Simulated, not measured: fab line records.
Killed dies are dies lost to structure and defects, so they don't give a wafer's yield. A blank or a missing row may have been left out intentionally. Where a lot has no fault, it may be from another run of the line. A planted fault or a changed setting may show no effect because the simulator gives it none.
Which of the tools did it? :: flow berkeley-cmos170 :: 15 lots with 45 wafers sampled at 4 steps, on a route of 331 steps

WHAT EACH GAUGE READ, for each wafer
UCB170_SCREENOX_THK_MEAS_02.
lot: L255
measured: day 6 16:31
on: film-metro-04
SCREENOX_OXIDE_THK (nm): 14.5 14.6 14.6

lot: L258
measured: day 7 02:58
on: film-metro-02
SCREENOX_OXIDE_THK (nm): 14.9 14.9 15.0

lot: L256
measured: day 7 02:59
on: film-metro-01
SCREENOX_OXIDE_THK (nm): 14.5 14.7 14.8

lot: L257
measured: day 7 02:59
on: film-metro-04
SCREENOX_OXIDE_THK (nm): 14.5 14.3 14.7

lot: L259
measured: day 7 19:54
on: film-metro-01
SCREENOX_OXIDE_THK (nm): 14.2 14.5 14.3

lot: L260
measured: day 8 10:56
on: film-metro-01
SCREENOX_OXIDE_THK (nm): 14.6 14.3 14.4

lot: L264
measured: day 8 21:27
on: film-metro-02
SCREENOX_OXIDE_THK (nm): 14.8 14.8 14.7

lot: L265
measured: day 9 08:38
on: film-metro-01
SCREENOX_OXIDE_THK (nm): 13.9 14.1 13.9

lot: L266
measured: day 9 08:38
on: film-metro-04
SCREENOX_OXIDE_THK (nm): 14.1 14.3 14.1

lot: L267
measured: day 9 08:40
on: film-metro-02
SCREENOX_OXIDE_THK (nm): 14.0 14.3 14.4

lot: L268
measured: day 10 01:44
on: film-metro-01
SCREENOX_OXIDE_THK (nm): 14.2 14.4 14.2

lot: L274
measured: day 10 17:25
on: film-metro-01
SCREENOX_OXIDE_THK (nm): 14.7 14.7 14.8

lot: L273
measured: day 10 17:26
on: film-metro-04
SCREENOX_OXIDE_THK (nm): 14.7 14.8 14.8

lot: L271
measured: day 10 17:27
on: film-metro-02
SCREENOX_OXIDE_THK (nm): 14.9 15.0 15.1

lot: L272
measured: day 10 17:29
on: film-metro-04
SCREENOX_OXIDE_THK (nm): 14.8 14.9 15.1

UCB170_PVT_OVL_MEAS_06.
lot: L255
measured: day 7 07:41
on: overlay-02
PVT_OVL (nm): -4 1 -3

lot: L258
measured: day 7 12:10
on: overlay-01
PVT_OVL (nm): - - -

lot: L256
measured: day 7 12:26
on: overlay-01
PVT_OVL (nm): - - -

lot: L257
measured: day 7 11:53
on: overlay-01
PVT_OVL (nm): 3 0 4

lot: L259
measured: day 8 07:40
on: overlay-02
PVT_OVL (nm): - - -

lot: L260
measured: day 8 23:56
on: overlay-01
PVT_OVL (nm): 3 1 4

lot: L264
measured: day 9 05:25
on: overlay-02
PVT_OVL (nm): -2 1 -4

lot: L265
measured: day 9 16:49
on: overlay-01
PVT_OVL (nm): -9 -6 -13

lot: L266
measured: day 9 17:07
on: overlay-02
PVT_OVL (nm): -8 -5 -10

lot: L267
measured: day 9 17:33
on: overlay-01
PVT_OVL (nm): 1 -1 -1

lot: L268
measured: day 10 11:31
on: overlay-01
PVT_OVL (nm): -7 1 -2

lot: L274
measured: day 11 05:36
on: overlay-02
PVT_OVL (nm): -7 1 -4

lot: L273
measured: day 11 04:19
on: overlay-02
PVT_OVL (nm): -4 -7 -2

lot: L271
measured: day 11 05:02
on: overlay-01
PVT_OVL (nm): -8 -2 -6

lot: L272
measured: day 11 05:19
on: overlay-02
PVT_OVL (nm): -5 -1 2

UCB170_GATE_CD_MEAS_12: the cd target is 350 nm.
lot: L255
measured: day 7 20:32
on: cd-sem-02
cd-nm (nm): 351.4 351.6 351.1

lot: L258
measured: day 8 05:01
on: cd-sem-01
cd-nm (nm): 349.1 350.6 351.7

lot: L256
measured: day 8 04:54
on: cd-sem-01
cd-nm (nm): 350.4 351.7 351.1

lot: L257
measured: day 8 04:47
on: cd-sem-01
cd-nm (nm): 349.6 349.1 350.2

lot: L259
measured: day 8 23:50
on: cd-sem-02
cd-nm (nm): 349.4 348.4 347.7

lot: L260
measured: day 9 10:58
on: cd-sem-02
cd-nm (nm): 349.8 349.6 350.1

lot: L264
measured: day 9 18:07
on: cd-sem-02
cd-nm (nm): 348.8 348.3 349.5

lot: L265
measured: day 10 08:44
on: cd-sem-01
cd-nm (nm): 348.5 350.6 348.4

lot: L266
measured: day 10 08:59
on: cd-sem-01
cd-nm (nm): 349.3 349.6 349.4

lot: L267
measured: day 10 08:49
on: cd-sem-02
cd-nm (nm): 351.3 351.9 350.5

lot: L268
measured: day 11 07:02
on: cd-sem-02
cd-nm (nm): 350.9 350.2 350.4

lot: L274
measured: day 11 15:17
on: cd-sem-01
cd-nm (nm): 349.1 348.7 348.4

lot: L273
measured: day 11 15:13
on: cd-sem-02
cd-nm (nm): 349.8 350.3 349.0

lot: L271
measured: day 11 14:55
on: cd-sem-02
cd-nm (nm): 350.7 350.3 348.9

lot: L272
measured: day 11 14:55
on: cd-sem-01
cd-nm (nm): 349.4 349.8 350.5

WHAT TOOL EACH LOT RAN ON (gives the tool, then ch and the chambers of the sampled wafers, and finally the start)
lot: L255
UCB170_PVT_EXPOSE_03: krf-scanner-01 ch 0, day 7 07:06

lot: L258
UCB170_PVT_EXPOSE_03: krf-scanner-02, day 7 11:44

lot: L256
UCB170_PVT_EXPOSE_03: krf-scanner-02, day 7 11:53

lot: L257
UCB170_PVT_EXPOSE_03: krf-scanner-01 ch 0, day 7 11:31

lot: L259
UCB170_PVT_EXPOSE_03: krf-scanner-02, day 8 06:28

lot: L260
UCB170_PVT_EXPOSE_03: krf-scanner-01 ch 0, day 8 22:51

lot: L264
UCB170_PVT_EXPOSE_03: krf-scanner-01 ch 0, day 9 04:33

lot: L265
UCB170_PVT_EXPOSE_03: krf-scanner-02 ch 0, day 9 16:23

lot: L266
UCB170_PVT_EXPOSE_03: krf-scanner-01 ch 0, day 9 16:40

lot: L267
UCB170_PVT_EXPOSE_03: krf-scanner-02 ch 0, day 9 17:01

lot: L268
UCB170_PVT_EXPOSE_03: krf-scanner-01 ch 0, day 10 10:38

lot: L274
UCB170_PVT_EXPOSE_03: krf-scanner-02 ch 0, day 11 04:32

lot: L273
UCB170_PVT_EXPOSE_03: krf-scanner-02 ch 0, day 11 03:13

lot: L271
UCB170_PVT_EXPOSE_03: krf-scanner-02 ch 0, day 11 04:04

lot: L272
UCB170_PVT_EXPOSE_03: krf-scanner-02 ch 0, day 11 04:12
- UCB170_PVT_EXPOSE_03: exposes mask NWELL, target cd 3000 nm.

AS READ BY THE TOOLS THEMSELVES (means over the sampled wafers that have a number; for cases with no such wafer, the mark the record gives instead)
UCB170_PVT_EXPOSE_03.
lot: L255
tool: krf-scanner-01
exposure-dose-mJ-cm2: 30.001
focus-offset-nm (nm): 0.4

lot: L258
tool: krf-scanner-02
exposure-dose-mJ-cm2: -
focus-offset-nm (nm): -

lot: L256
tool: krf-scanner-02
exposure-dose-mJ-cm2: -
focus-offset-nm (nm): -

lot: L257
tool: krf-scanner-01
exposure-dose-mJ-cm2: 30.011
focus-offset-nm (nm): 0.1

lot: L259
tool: krf-scanner-02
exposure-dose-mJ-cm2: -
focus-offset-nm (nm): -

lot: L260
tool: krf-scanner-01
exposure-dose-mJ-cm2: 29.996
focus-offset-nm (nm): -0.1

lot: L264
tool: krf-scanner-01
exposure-dose-mJ-cm2: 30.005
focus-offset-nm (nm): -0.3

lot: L265
tool: krf-scanner-02
exposure-dose-mJ-cm2: 30.024
focus-offset-nm (nm): 0.0

lot: L266
tool: krf-scanner-01
exposure-dose-mJ-cm2: 30.046
focus-offset-nm (nm): -0.1

lot: L267
tool: krf-scanner-02
exposure-dose-mJ-cm2: 30.024
focus-offset-nm (nm): 1.2

lot: L268
tool: krf-scanner-01
exposure-dose-mJ-cm2: 30.014
focus-offset-nm (nm): -0.9

lot: L274
tool: krf-scanner-02
exposure-dose-mJ-cm2: 30.021
focus-offset-nm (nm): -0.4

lot: L273
tool: krf-scanner-02
exposure-dose-mJ-cm2: 29.963
focus-offset-nm (nm): -0.5

lot: L271
tool: krf-scanner-02
exposure-dose-mJ-cm2: 29.987
focus-offset-nm (nm): -0.2

lot: L272
tool: krf-scanner-02
exposure-dose-mJ-cm2: 30.041
focus-offset-nm (nm): -0.0

THE ANSWER, worked out from the rows above alone
Rule: usual is defined by the lots themselves. The widest of any qualifying gaps counts: lots, ordered by their means at a reading, are off when they make up no more than a third of the lots, leave a main group of 4 or more, and stand apart from it by 3 or more times the standard deviation of that group's means. A main group is skipped when, at the precision printed for the reading in the tables above, its means are all equal. Also off: a lot with no number at a reading for which 4 or more lots have one. All remaining lots with rows at the step are treated as sound. Order of review: gauges by route order, followed by the tools' own readings, for which a lot's mean as printed above is used. At the first step where some lot is off, the reading lying furthest off is the one used; lots without a number count as furthest.
Off: L258, L256, L259, at UCB170_PVT_OVL_MEAS_06 (PVT_OVL). Without a number there: L258, L256, L259. Mean -3 nm and standard deviation 3.4 in the main group.
A tool fits if, at a process step before that reading, it ran every lot that is off, and no sound lot after the first of them. The gauges at UCB170_PVT_OVL_MEAS_06 aren't tried: what is off there is off at UCB170_PVT_EXPOSE_03 too, on other tools, and a gauge's error can't cause that. Not one of the candidates tried fits.

WHAT WAS PUT IN BY THE SIMULATOR
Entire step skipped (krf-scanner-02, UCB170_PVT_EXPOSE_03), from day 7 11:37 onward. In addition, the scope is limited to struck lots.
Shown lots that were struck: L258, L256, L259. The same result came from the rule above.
